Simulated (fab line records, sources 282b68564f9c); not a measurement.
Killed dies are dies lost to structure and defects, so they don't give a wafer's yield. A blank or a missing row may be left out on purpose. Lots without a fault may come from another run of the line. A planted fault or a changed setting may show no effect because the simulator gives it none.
Problem report in the 8D (eight disciplines) form, filled by code | flow rit_cmos | the parts of the form that need people (team, actions taken, sign-off) are left out

1. THE PROBLEM
SPACER_NITRIDE_THK at RIT_SPACER_THK_MEAS_04 reads a mean of 266.7 nm on 6 wafers of 2 lots; wafers without a fault read 249.2 nm with a standard deviation of 2.5. That is +7.0 standard deviations from the usual mean.
First seen on wafer L868.2, day 5 00:58, on film_metro-01. The record holds 42 wafers of 14 lots with a number at this step. Rule for "out", or "out of limits": more than 4 standard deviations from the usual mean. The other wafers with a number count as sound.

2. WHAT IT IS AND WHAT IT IS NOT
question                    | is                           | is not
which readings at this step | SPACER_NITRIDE_THK           | -
which lots                  | L868, L869                   | L858, L861, L862, L863, L864, L865, L866, L872, L873, L874, L877, L879
which wafers of those lots  | all that have a number       | -
read on which gauges        | film_metro-01, film_metro-03 | film_metro-02
when                        | from day 5 00:58             | up to then (21 sound wafers); but 15 sound wafers of L872, L873, L874, L877, L879 came after

3. SUSPECTS, AND WHAT RULES EACH OUT
Counting: a tool at a process step up to the reading stays a suspect if it ran every lot that is out and no sound lot after the first of them.
- the gauge at RIT_SPACER_THK_MEAS_04: ruled out. The wafers that are out were read on 2 gauges (film_metro-01, film_metro-03).
- lpcvd-01 at RIT_SPACER_CVD_03 (deposits Si3N4 from SiH2Cl2/NH3, target thk 250 nm, time 3300 s): kept. It ran every lot that is out, first L868 (day 4 23:02), and no sound lot after that; its last sound lot up to then is L866 (day 4 13:54).
Left after counting: lpcvd-01 at RIT_SPACER_CVD_03.

4. THE CAUSE (what the simulator had put in)
Process parameter drift: lpcvd-01, from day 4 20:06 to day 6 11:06, at RIT_SPACER_CVD_03. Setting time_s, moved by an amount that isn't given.
Counting left only this tool.

5. THE CHAIN OF EFFECTS, in route order
Each row: a reading whose mean over the struck wafers that have a number lies more than 3 standard deviations from the usual. Only readings for which the record gives a usual standard deviation are gone through. hours: the time from each lot's start at the first step in this table that gives one to its start at this step, as a median over the lots. sigmas: the change in usual standard deviations.
hours | step                   | reading            | usual      | on struck wafers | change | sigmas
0     | RIT_SPACER_THK_MEAS_04 | SPACER_NITRIDE_THK | 249.2 nm   | 266.7            | +17.5  | +7.0
0     | RIT_SPACER_ETCHBACK_05 | oes_product_au     | 0.842 a.u. | 0.890            | +0.048 | +3.7
The process steps in it:
- RIT_SPACER_ETCHBACK_05: etches Si3N4 in SF6/CHF3, stops on SiO2, target depth 250 nm, time 240 s.

6. WHAT WOULD HAVE CAUGHT IT SOONER
In this record the first reading out of limits at a measuring or inspecting step was taken at day 5 00:58, 5 hours after the fault began at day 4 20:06.
Of the tool readings at RIT_SPACER_CVD_03 for which the record gives a usual standard deviation, none was out on any struck wafer, so an alarm limit of 4 standard deviations on them would not have fired.
Of the lots that are out (2), L869 began RIT_SPACER_CVD_03 on lpcvd-01 after day 5 00:58. A hold on the tool at that time would have spared it.
